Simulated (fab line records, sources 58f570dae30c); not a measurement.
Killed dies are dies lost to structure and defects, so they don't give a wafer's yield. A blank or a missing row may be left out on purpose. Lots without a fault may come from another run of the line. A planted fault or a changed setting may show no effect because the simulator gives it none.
Tool commonality check | flow berkeley_cmos170 | 15 lots, 45 wafers sampled

WHY IT WAS OPENED
At UCB170_PLDD_TW_MEAS_11 the reading PLDD_TW is flagged on 3 of 15 lots. Wafers without a fault read 1008, standard deviation 8.3.
Rule: a lot is flagged when every wafer of it that has a number lies more than 4 standard deviations from that mean, or none has a number. The other lots count as sound.

lot  | measured     | on            | PLDD_TW, wafer by wafer | flag
L180 | day 7 16:26  | film_metro-02 | 1017 1020 1020          |
L179 | day 7 16:51  | film_metro-01 | 992 992 999             |
L178 | day 7 16:56  | film_metro-03 | 1019 1012 1017          |
L182 | day 8 04:25  | film_metro-02 | 1015 1006 1010          |
L184 | day 8 18:10  | film_metro-03 | 1016 1015 1012          |
L185 | day 9 01:20  | film_metro-03 | 1012 1018 1017          |
L188 | day 9 06:42  | film_metro-01 | 995 1003 992            |
L186 | day 9 06:46  | film_metro-03 | 1014 1015 1009          |
L187 | day 9 07:38  | film_metro-01 | 1130 1130 1137          | FLAGGED
L190 | day 9 22:14  | film_metro-01 | 1133 1132 1133          | FLAGGED
L193 | day 10 14:25 | film_metro-02 | 1148 1141 1150          | FLAGGED
L197 | day 12 01:14 | film_metro-02 | 1015 1006 1008          |
L200 | day 12 17:14 | film_metro-02 | 1008 1015 1000          |
L199 | day 12 17:21 | film_metro-01 | 999 1004 1003           |
L198 | day 12 17:22 | film_metro-03 | 1013 1010 1011          |
The numbers of the flagged lots are 1137 on average: +129 against the usual, or +16 standard deviations.

WHICH TOOL RAN EACH LOT
The record holds 1 process step before the reading, out of a route of 331 steps. In each cell: the tool, then ch and the chambers that the sampled wafers went through, then the start.
lot  | flag    | UCB170_PLDD_IMPLANT_08
L180 |         | implanter-03 ch 0, day 7 16:02
L179 |         | implanter-03 ch 0, day 7 16:29
L178 |         | implanter-04 ch 0, day 7 16:32
L182 |         | implanter-04 ch 0, day 8 04:02
L184 |         | implanter-01 ch 0, day 8 17:47
L185 |         | implanter-01 ch 0, day 9 00:58
L188 |         | implanter-01 ch 0, day 9 06:19
L186 |         | implanter-03 ch 0, day 9 06:21
L187 | FLAGGED | implanter-04 ch 0, day 9 06:53
L190 | FLAGGED | implanter-01 ch 0, day 9 21:31
L193 | FLAGGED | implanter-03 ch 0, day 10 13:28
L197 |         | implanter-01 ch 0, day 12 00:50
L200 |         | implanter-03 ch 0, day 12 16:52
L199 |         | implanter-01 ch 0, day 12 16:58
L198 |         | implanter-04 ch 0, day 12 16:58
What these steps do:
- UCB170_PLDD_IMPLANT_08
- UCB170_PLDD_TW_MEAS_11

FLAGGED OVER TOTAL, TOOL BY TOOL (the gauges that took the reading come last)
step                   | tool          | lots run | flagged | share of the flagged lots | sound lots run after its first flagged lot
UCB170_PLDD_IMPLANT_08 | implanter-01  | 6        | 1       | some                      | 2 (L197,L199)
UCB170_PLDD_IMPLANT_08 | implanter-03  | 5        | 1       | some                      | 1 (L200)
UCB170_PLDD_IMPLANT_08 | implanter-04  | 4        | 1       | some                      | 1 (L198)
UCB170_PLDD_TW_MEAS_11 | film_metro-01 | 5        | 2       | some                      | 1 (L199)
UCB170_PLDD_TW_MEAS_11 | film_metro-02 | 5        | 1       | some                      | 2 (L197,L200)
UCB170_PLDD_TW_MEAS_11 | film_metro-03 | 5        | 0       | none                      | -

WHAT THE TABLE ALLOWS
No row of the table ran every flagged lot.

WHAT THE SIMULATOR HAD PUT IN
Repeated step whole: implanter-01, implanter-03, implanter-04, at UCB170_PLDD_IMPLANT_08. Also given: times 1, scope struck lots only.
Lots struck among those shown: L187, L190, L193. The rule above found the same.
